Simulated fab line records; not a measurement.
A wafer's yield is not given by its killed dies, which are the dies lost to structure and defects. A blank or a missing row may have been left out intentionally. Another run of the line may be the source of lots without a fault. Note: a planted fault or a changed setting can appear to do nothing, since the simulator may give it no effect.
8D (eight disciplines) problem report, filled in by code	flow berkeley-cmos170	the parts of the form that need people (team, actions taken, sign-off) are left out

## 1. THE PROBLEM
tilt-deg at UCB170_PLDD_IMPLANT_09 reads a mean of 6.471 degrees on 6 wafers of 2 lots; wafers without a fault read 7.000 degrees with a standard deviation of 0.019. That is -28 standard deviations from the usual mean.
First seen on wafer L366.1, day 9 07:29, on implanter-04. At this step, 42 wafers from 14 lots have a number in the record. The rule behind "out" and "out of limits": a value lying over 4 standard deviations away from the usual mean. The other wafers with a number count as sound.

## 2. WHAT IT IS, AND WHAT IT ISN'T
question	is	is not
which readings at this step	tilt-deg	-
which lots	L366, L367	L352, L353, L354, L358, L361, L362, L364, L368, L369, L371, L372, L374
which wafers of those lots	all that have a number	-
read on which tools	implanter-04	implanter-01, implanter-03
when	from day 9 07:29	up to then (21 sound wafers); but 15 sound wafers of L368, L369, L371, L372, L374 came after

## 3. SUSPECTS, AND WHAT RULES EACH OUT
Counting: a tool at a process step up to the reading stays a suspect if it ran every lot that is out and no sound lot after the first of them.
- implanter-04 at UCB170_PLDD_IMPLANT_09: kept. It processed each lot that is out, first L366 at day 9 07:29, and no sound lot thereafter; up to then, the last sound lot it processed was L362 at day 8 18:31. Its own readings are out on those wafers: tilt-deg.
After counting, what remains is implanter-04 at UCB170_PLDD_IMPLANT_09.

## 4. THE CAUSE (what the simulator had put in)
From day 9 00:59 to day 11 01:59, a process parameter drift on implanter-04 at UCB170_PLDD_IMPLANT_09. From 7, the setting tilt-deg moved by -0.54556. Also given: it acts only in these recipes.
The count eliminated every tool but this one.

## 5. THE CHAIN OF EFFECTS, in route order
Each row: a reading whose mean over the struck wafers that have a number lies more than 3 standard deviations from the usual. Scope: only readings with a usual standard deviation given in the record; hours: median across lots of the time from each lot's start at the first step in this table that gives one to its start at this step; sigmas: change in usual standard deviations.
hours	step	reading	usual	on struck wafers	change	sigmas
0	UCB170_PLDD_IMPLANT_09	tilt-deg	7.000 degrees	6.471	-0.529	-28
Here are the process steps it includes:
- UCB170_PLDD_IMPLANT_09

## 6. WHAT WOULD HAVE CAUGHT IT SOONER
The fault began at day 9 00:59; the first out-of-limits reading in this record came at day 9 07:29, 6 hours later.
